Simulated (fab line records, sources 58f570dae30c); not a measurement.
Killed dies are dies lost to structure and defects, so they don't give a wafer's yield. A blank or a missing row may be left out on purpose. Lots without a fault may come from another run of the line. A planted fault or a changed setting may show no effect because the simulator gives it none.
Which tool did it? | flow berkeley_cmos170 | 7 lots, 21 wafers sampled, at 2 steps of a route of 331

WHAT THE GAUGES READ, wafer by wafer
UCB170_NWELL_THK_MEAS_02.
lot  | measured    | on            | NWELL_OXIDE_THK (nm)
L694 | day 2 11:13 | film_metro-03 | 26.4 26.7 26.3
L697 | day 3 01:00 | film_metro-02 | 26.9 26.6 26.4
L701 | day 3 17:47 | film_metro-02 | 26.1 26.5 26.1
L704 | day 4 13:15 | film_metro-03 | 26.4 26.1 26.0
L708 | day 5 00:26 | film_metro-01 | 26.2 26.0 26.3
L713 | day 6 06:52 | film_metro-02 | 26.8 27.0 27.6
L715 | day 6 09:28 | film_metro-02 | 27.0 26.9 26.8

WHICH TOOL RAN EACH LOT (tool, then ch and the chambers of the sampled wafers, then the start)
lot  | UCB170_NWELL_OXIDATION_01
L694 | furnace-01 ch 0, day 2 09:52
L697 | furnace-01 ch 0, day 2 23:39
L701 | furnace-02 ch 0, day 3 16:26
L704 | furnace-02 ch 0, day 4 11:53
L708 | furnace-02 ch 0, day 4 23:05
L713 | furnace-04 ch 0, day 6 05:31
L715 | furnace-04 ch 0, day 6 08:07
- UCB170_NWELL_OXIDATION_01: target thk 26.4 nm, ox time 1260 s.

THE ANSWER, worked out from the rows above alone
Rule: what is usual is taken from the lots themselves. Put in order of their means at a reading, lots are off if they are a third of the lots or fewer, leave a main group of 4 or more, and stand apart from it by a gap of 3 or more times the standard deviation of the main group's means; of several such gaps the widest counts. A main group whose means are all the same, to the digits that the tables above print for the reading, isn't used. A lot without any number at a reading at which 4 lots or more have one is off too. The other lots that the step has rows for count as sound.
No lot is off at any reading shown: from this, nothing can be told.

WHAT THE SIMULATOR HAD PUT IN
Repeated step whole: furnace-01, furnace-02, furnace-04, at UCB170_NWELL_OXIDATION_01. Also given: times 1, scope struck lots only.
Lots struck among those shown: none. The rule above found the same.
